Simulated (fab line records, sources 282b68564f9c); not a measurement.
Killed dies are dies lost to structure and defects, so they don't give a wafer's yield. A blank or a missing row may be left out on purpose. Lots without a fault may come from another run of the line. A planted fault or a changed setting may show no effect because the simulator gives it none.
A struck lot beside a sound one | flow rit_cmos | 15 steps out of a route of 202
Sound: wafers L521.4, L521.5, L521.6. Struck: wafers L515.4, L515.5, L515.6. The cause comes at the end.
At each step with rows: each side's tool, then ch and its chambers, then its first start. Under that, the readings that differ: sound wafers | struck wafers | difference of the means | sigmas: that difference in standard deviations of wafers without a fault.
alike: readings whose means differ by less than 2 such deviations, and words and numbers that are the same on both sides. not compared: withheld readings, readings that some wafer has no value for, bounds like >300 that may hide the same value, and numbers for which the record gives no deviation and whose values overlap.
The two part at a step that has a row with sigmas, a row that says differs or no value, or rows on one side only. Numbers that don't overlap but have no deviation are shown without sigmas and don't part them. A reading that every wafer of one side lacks parts them only if that side has two wafers or more.

first, 2 steps without rows for these wafers: RIT_ACTIVE_PEB_09; RIT_ACTIVE_DEVELOP_10 (develop time 50 s).
RIT_ACTIVE_CD_MEAS_11: target cd 1400 nm.
  sound on cd_sem-02, day 4 12:37; struck on cd_sem-01, day 3 06:37
  reading    | sound                | struck               | difference | sigmas
  cd_nm (nm) | 1405.8 1404.0 1401.9 | 1400.6 1399.7 1396.7 | -4.9       | -2
then, 1 step without rows for these wafers: RIT_ACTIVE_HARDBAKE_12 (time 60 s).
RIT_ACTIVE_ETCH_13: etches Si3N4 in SF6, stops on SiO2, time 210 s, target depth 210 nm.
  sound on rie_diel-01 ch 0,3, day 4 12:50; struck on rie_diel-01 ch 0,1,2, day 3 06:50
  alike: drypump_motor_current_A, oes_product_au, run_length_s, throttle_valve_pct
  not compared: rf_hours_counter_h
RIT_ACTIVE_STRIP_14: strips in O2, time 180 s.
  sound on plasma_asher-03 ch 0,1, day 4 13:02; struck on plasma_asher-02 ch 0,1, day 3 07:02
  alike: drypump_motor_current_A
  not compared: rf_hours_counter_h
RIT_ACTIVE_CD_MEAS_90: target cd 1400 nm.
  sound on cd_sem-01, day 4 13:12; struck on cd_sem-02, day 3 07:12
  alike: cd_nm
then, 4 steps without rows for these wafers: RIT_ACTIVE_CLEAN_15 (cleans in SC1, time 600 s); RIT_ACTIVE_CLEAN_16 (cleans in dHF, time 30 s); RIT_ACTIVE_CLEAN_17 (cleans in SC2, time 600 s); RIT_FOX1_OXIDATION_00 (target thk 350.7 nm, ox time 1130 s).
RIT_FOX1_THK_MEAS_01:
  sound on film_metro-02, day 4 14:58; struck on film_metro-01, day 3 10:24
  reading             | sound       | struck      | difference | sigmas
  FOX1_OXIDE_THK (nm) | 355 354 357 | 375 369 368 | +15        | +2
RIT_FOX1_WET_ETCH_02: etches SiO2 in BOE, target depth 350 nm, time 390 s.
  sound on wet_bench-02 ch 0, day 4 15:00; struck on wet_bench-04 ch 1, day 3 10:26
  reading          | sound             | struck            | difference | sigmas
  run_length_s (s) | 416.6 416.6 416.6 | 391.3 391.3 391.3 | -25.3      | -9
then, 1 step without rows for these wafers: RIT_FOX2_OXIDATION_00 (target thk 350.7 nm, ox time 1130 s).
RIT_M1_PROBE_99:
  sound on prober-01, day 6 08:35; struck on prober-01, day 5 01:36
  alike: killed_at_front_end, killed_dies, killed_open, killed_short

WHERE THEY PART
First at RIT_ACTIVE_CD_MEAS_11; last, within this record, at RIT_FOX1_WET_ETCH_02. Later steps at which nothing parts them and some readings are alike: RIT_M1_PROBE_99.

WHY: what the simulator had put in
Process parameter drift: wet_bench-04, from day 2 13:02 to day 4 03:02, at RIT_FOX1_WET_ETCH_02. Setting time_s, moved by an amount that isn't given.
